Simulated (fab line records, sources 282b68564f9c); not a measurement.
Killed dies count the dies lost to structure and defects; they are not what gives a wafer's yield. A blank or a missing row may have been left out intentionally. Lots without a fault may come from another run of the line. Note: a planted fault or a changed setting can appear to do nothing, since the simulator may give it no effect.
A lot that was struck, set against a sound lot | flow rit cmos | 14 out of 202 route steps
Sound: the wafers L118.2, L118.5, L118.6. The struck wafers were L117.2, L117.4, L117.5. At the end, the cause is stated.
Per side, at each step with rows, come the tool, then ch with its chambers, and then its first start. Under that, the readings that differ: sound wafers | struck wafers | difference of the means | sigmas: that difference in standard deviations of wafers without a fault.
alike: a reading whose means differ by less than 2 such deviations, as well as words and numbers matching on both sides. not compared: withheld readings; readings where some wafer has no value; bounds like >300 that might hide an equal value; numbers whose values overlap and for which the record gives no deviation.
The two part at a step that has a row with sigmas, a row that says differs or no value, or rows on one side only. Numbers that don't overlap but have no deviation are shown without sigmas and don't part them. A reading that every wafer of one side lacks parts them only if that side has two wafers or more.

first, 1 step without rows for these wafers: RIT_PLDD_IMPLANT_08.
RIT_PLDD_STRIP_09: strips in O2, time 180 s.
  sound on plasma asher-01 ch 0,1, day 4 01:56; struck on plasma asher-01 ch 0,1, day 3 21:21
  alike: drypump motor current A, o2 flow sccm
  not compared: rf hours counter h
RIT_PLDD_TW_MEAS_10:
  sound on film metro-01, day 4 02:07; struck on film metro-04, day 3 21:32
  alike: PLDD_TW
then, 4 steps without rows for these wafers: RIT_SPACER_CLEAN_00 (cleans in SC1, time 600 s); RIT_SPACER_CLEAN_01 (cleans in dHF, time 30 s); RIT_SPACER_CLEAN_02 (cleans in SC2, time 600 s); RIT_SPACER_CVD_03 (deposits Si3N4 from SiH2Cl2/NH3, target thk 250 nm, time 3300 s).
RIT_SPACER_THK_MEAS_04:
  sound on film metro-03, day 4 04:29; struck on film metro-03, day 3 23:55
  alike: SPACER_NITRIDE_THK
RIT_SPACER_ETCHBACK_05: etches Si3N4 in SF6/CHF3, stops on SiO2, target depth 250 nm, time 240 s.
  sound on rie diel-02 ch 0,2, day 4 04:32; struck on rie diel-01 ch 1,3, day 3 23:58
  reading                     | sound          | struck         | difference | sigmas
  drypump motor current A (A) | 6.30 6.32 5.76 | 5.55 5.21 5.51 | -0.70      | -3
  alike: oes product au, throttle valve pct
  not compared: rf hours counter h
then, 3 steps without rows for these wafers: RIT_NSD_HMDS_00 (prime time 60 s); RIT_NSD_COAT_01 (resist thk 1000 nm); RIT_NSD_SOFTBAKE_02 (time 60 s).
RIT_NSD_EXPOSE_03: exposes mask M9, target cd 40700 nm.
  struck on iline stepper-01, day 4 00:35; sound on iline stepper-01 ch 0, day 4 05:16
  no value came back on the struck wafers for exposure dose mJ cm2, focus offset nm (nm), reticle temp C (C); on the sound wafers exposure dose mJ cm2 reads 249.95 250.13 250.32
  alike: mask
then, 1 step without rows for these wafers: RIT_NSD_PEB_04.

== WHERE THEY PART ==
Last at RIT_NSD_EXPOSE_03 as far as this record goes, first at RIT_SPACER_ETCHBACK_05.

WHY: the cause the simulator had injected
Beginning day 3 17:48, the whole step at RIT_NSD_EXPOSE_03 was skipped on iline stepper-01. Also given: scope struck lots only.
